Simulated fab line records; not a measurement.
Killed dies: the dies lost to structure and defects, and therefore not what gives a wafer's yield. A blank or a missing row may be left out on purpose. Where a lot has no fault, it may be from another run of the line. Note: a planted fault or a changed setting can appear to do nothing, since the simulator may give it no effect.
Which tool is to blame? + flow berkeley cmos170 + Sampling: 11 lots, 33 wafers, 7 of 331 route steps

== WHAT THE GAUGES READ, wafer by wafer ==
UCB170_ACTIVE_CD_MEAS_90: the cd target is 1200 nm.
| lot  | measured    | on        | cd nm (nm)           |
|------|-------------|-----------|----------------------|
| L766 | day 4 23:56 | cd sem-02 | 1200.6 1198.8 1200.1 |
| L767 | day 5 00:04 | cd sem-01 | 1201.7 1200.4 1200.1 |
| L770 | day 5 15:50 | cd sem-02 | 1200.2 1199.1 1198.8 |
| L774 | day 6 19:50 | cd sem-01 | 1199.6 1200.1 1198.5 |
| L778 | day 7 14:43 | cd sem-01 | 1201.2 1200.4 1202.2 |
| L780 | day 7 20:58 | cd sem-01 | 1198.7 1197.8 1197.4 |
| L781 | day 8 07:53 | cd sem-02 | 1201.8 1201.2 1201.2 |
| L783 | day 8 08:11 | cd sem-02 | 1198.4 1200.2 1198.5 |
| L784 | day 8 08:27 | cd sem-01 | 1198.9 1198.0 1198.7 |
| L787 | day 9 00:13 | cd sem-02 | 1200.7 1200.0 1201.1 |
| L788 | day 9 04:29 | cd sem-01 | 1199.9 1200.0 1201.8 |

UCB170_V1_CD_MEAS_90: the cd target is 700 nm.
| lot  | measured     | on        | cd nm (nm)        |
|------|--------------|-----------|-------------------|
| L766 | day 8 20:19  | cd sem-02 | 699.9 699.2 699.6 |
| L767 | day 8 20:37  | cd sem-01 | 699.8 702.0 699.6 |
| L770 | day 9 10:27  | cd sem-01 | 698.1 698.7 697.9 |
| L774 | day 10 06:06 | cd sem-02 | 700.6 700.3 699.1 |
| L778 | day 11 01:17 | cd sem-02 | 700.0 699.5 699.5 |
| L780 | day 11 08:43 | cd sem-02 | 702.6 701.3 702.6 |
| L781 | day 11 16:38 | cd sem-02 | 699.1 699.1 698.2 |
| L783 | day 11 19:51 | cd sem-02 | 701.2 703.3 701.8 |
| L784 | day 11 19:35 | cd sem-02 | 701.4 700.5 698.9 |
| L787 | day 12 13:20 | cd sem-02 | 701.2 701.8 702.3 |
| L788 | day 13 00:32 | cd sem-02 | 703.7 700.9 701.2 |

UCB170_M2_RS_MEAS_02: the measuring method here is four-point-probe.
| lot  | measured     | on            | M2_AL_RS (ohm/sq)       |
|------|--------------|---------------|-------------------------|
| L766 | day 8 20:35  | film metro-01 | 0.0322 0.03213 0.03204  |
| L767 | day 8 20:53  | film metro-04 | 0.03251 0.0325 0.03232  |
| L770 | day 9 10:43  | film metro-03 | 0.0323 0.03262 0.03265  |
| L774 | day 10 06:22 | film metro-04 | 0.03191 0.02396 0.03204 |
| L778 | day 11 01:34 | film metro-01 | 0.03317 0.03262 0.03273 |
| L780 | day 11 08:59 | film metro-04 | 0.03214 0.03216 0.03196 |
| L781 | day 11 17:11 | film metro-03 | 0.03217 0.03243 0.03234 |
| L783 | day 11 20:07 | film metro-03 | 0.03275 0.03271 0.03267 |
| L784 | day 11 19:52 | film metro-04 | 0.03274 0.03255 0.0323  |
| L787 | day 12 13:36 | film metro-04 | 0.03244 0.03228 0.03238 |
| L788 | day 13 00:48 | film metro-01 | 0.03256 0.03229 0.03232 |

UCB170_M2_THK_MEAS_03: measures by xrf.
| lot  | measured     | on            | M2_AL_THK (nm) |
|------|--------------|---------------|----------------|
| L766 | day 8 20:43  | film metro-01 | 905 908 909    |
| L767 | day 8 21:00  | film metro-04 | 891 890 894    |
| L770 | day 9 10:50  | film metro-03 | 909 901 896    |
| L774 | day 10 06:29 | film metro-04 | 901 1199 904   |
| L778 | day 11 01:41 | film metro-01 | 885 902 901    |
| L780 | day 11 09:05 | film metro-04 | 898 900 901    |
| L781 | day 11 17:18 | film metro-03 | 907 896 900    |
| L783 | day 11 20:14 | film metro-03 | 882 888 894    |
| L784 | day 11 19:59 | film metro-04 | 885 895 901    |
| L787 | day 12 13:43 | film metro-04 | 894 894 894    |
| L788 | day 13 00:55 | film metro-01 | 894 903 898    |

UCB170_M3_OVL_MEAS_16.
| lot  | measured     | on         | M3_OVL (nm) |
|------|--------------|------------|-------------|
| L766 | day 9 05:44  | overlay-01 | 3 2 1       |
| L767 | day 9 08:02  | overlay-02 | -8 -9 1     |
| L770 | day 9 22:35  | overlay-02 | -6 -8 -2    |
| L774 | day 10 16:26 | overlay-02 | 2 1         |
| L778 | day 11 14:37 | overlay-02 | -2 -4 1     |
| L780 | day 11 19:36 | overlay-02 | 2 0 0       |
| L781 | day 12 04:57 | overlay-02 | 3 4 4       |
| L783 | day 12 06:59 | overlay-02 | -9 -2 -2    |
| L784 | day 12 06:18 | overlay-01 | -2 -2 3     |
| L787 | day 12 23:04 | overlay-01 | -2 -6 -9    |
| L788 | day 13 08:23 | overlay-02 | -1 -1 1     |

== WHICH TOOL RAN EACH LOT (tool, then ch and the chambers of the sampled wafers, then the start) ==
| lot  | UCB170_M2_SPUTTER_01         | UCB170_M2_METAL_ETCH_18           |
|------|------------------------------|-----------------------------------|
| L766 | pvd sputter-04, day 8 20:31  | rie metal-04 ch 0,1, day 8 22:43  |
| L767 | pvd sputter-01, day 8 20:47  | rie metal-04 ch 0,1, day 9 02:35  |
| L770 | pvd sputter-04, day 9 10:38  | rie metal-01 ch 0,1, day 9 13:20  |
| L774 | pvd sputter-04, day 10 06:16 | rie metal-01 ch 1, day 10 09:51   |
| L778 | pvd sputter-01, day 11 01:29 | rie metal-02 ch 0,1, day 11 05:14 |
| L780 | pvd sputter-03, day 11 08:52 | rie metal-01 ch 0,1, day 11 13:35 |
| L781 | pvd sputter-03, day 11 16:49 | rie metal-02 ch 0,1, day 11 20:23 |
| L783 | pvd sputter-01, day 11 20:01 | rie metal-02 ch 0, day 11 22:30   |
| L784 | pvd sputter-03, day 11 19:47 | rie metal-01 ch 0,1, day 11 22:06 |
| L787 | pvd sputter-03, day 12 13:31 | rie metal-04 ch 0,1, day 12 16:35 |
| L788 | pvd sputter-01, day 13 00:42 | rie metal-01 ch 0,1, day 13 02:55 |
- UCB170_M2_SPUTTER_01: material Al, target thk 900 nm, time 120 s.
- UCB170_M2_METAL_ETCH_18: etches Al in Cl2/BCl3, stops on SiO2, target depth 1170 nm, time 195 s.

== WHAT THE TOOLS THEMSELVES READ (means of the sampled wafers that have a number; where no wafer has one, the mark that the record gives instead) ==
UCB170_M2_SPUTTER_01.
| lot  | tool           | cathode dc power W (W) | throttle valve pct (%) |
|------|----------------|------------------------|------------------------|
| L766 | pvd sputter-04 | 5999.7                 | 30.4                   |
| L767 | pvd sputter-01 | 5999.3                 | 30.3                   |
| L770 | pvd sputter-04 | 5999.0                 | 29.8                   |
| L774 | pvd sputter-04 | 6000.3                 | 30.4                   |
| L778 | pvd sputter-01 | 5999.7                 | 30.8                   |
| L780 | pvd sputter-03 | 5999.4                 | 29.4                   |
| L781 | pvd sputter-03 | 5999.1                 | 31.1                   |
| L783 | pvd sputter-01 | 6000.5                 | 30.2                   |
| L784 | pvd sputter-03 | 6000.1                 | 30.2                   |
| L787 | pvd sputter-03 | 5999.8                 | 30.9                   |
| L788 | pvd sputter-01 | 5999.8                 | 30.2                   |

UCB170_M2_METAL_ETCH_18.
| lot  | tool         | bcl3 flow sccm (sccm) | drypump motor current A (A) | oes product au (a.u.) | throttle valve pct (%) |
|------|--------------|-----------------------|-----------------------------|-----------------------|------------------------|
| L766 | rie metal-04 | 44.99                 | 6.0                         | 0.840                 | 24.05                  |
| L767 | rie metal-04 | 44.92                 | 5.6                         | 0.845                 | 24.27                  |
| L770 | rie metal-01 | 45.18                 | 5.1                         | 0.844                 | 24.14                  |
| L774 | rie metal-01 | 44.90                 | 5.0                         | 0.884                 | 24.04                  |
| L778 | rie metal-02 | 44.95                 | 6.2                         | 0.845                 | 24.56                  |
| L780 | rie metal-01 | 45.05                 | 5.1                         | 0.839                 | 24.23                  |
| L781 | rie metal-02 | 45.13                 | 6.2                         | 0.852                 | 24.55                  |
| L783 | rie metal-02 | 44.91                 | 6.3                         | 0.844                 | 24.56                  |
| L784 | rie metal-01 | 45.06                 | 5.1                         | 0.831                 | 24.23                  |
| L787 | rie metal-04 | 44.97                 | 5.6                         | 0.844                 | 24.28                  |
| L788 | rie metal-01 | 45.09                 | 5.1                         | 0.834                 | 24.23                  |

== THE ANSWER, worked out from the rows above alone ==
Rule: the usual values come from the lots themselves. The widest of any qualifying gaps counts: lots, ordered by their means at a reading, are off when they make up no more than a third of the lots, leave a main group of 4 or more, and stand apart from it by 3 or more times the standard deviation of that group's means. A main group is skipped when, at the precision printed for the reading in the tables above, its means are all equal. A lot without any number at a reading at which 4 lots or more have one is off too. All remaining lots with rows at the step are treated as sound. The gauges are gone through in route order, then the tools' own readings, and for those a lot's mean is taken as printed above. The first step at which some lot is off is used, and at that step the reading that is off furthest; a lot without a number counts as furthest.
Off: L774, seen at UCB170_M2_RS_MEAS_02 (M2_AL_RS). Main group: mean 0.03243 ohm/sq, sd 0.00022.
If a tool, at a process step before that reading, ran all the lots that are off and no sound lot after the first of them, it fits. Not tried: the gauges at UCB170_M2_RS_MEAS_02; whatever is off there is also off at UCB170_M2_METAL_ETCH_18, on other tools, and gauge error can't account for it. One fits: pvd sputter-04 at UCB170_M2_SPUTTER_01. Its last sound lot is L770 (day 9 10:38), its first lot that is off L774 (day 10 06:16): a fault that began between those two fits.

== WHAT HAD BEEN PUT IN BY THE SIMULATOR ==
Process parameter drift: pvd sputter-04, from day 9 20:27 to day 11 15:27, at UCB170_M2_SPUTTER_01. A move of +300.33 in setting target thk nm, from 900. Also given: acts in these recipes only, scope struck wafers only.
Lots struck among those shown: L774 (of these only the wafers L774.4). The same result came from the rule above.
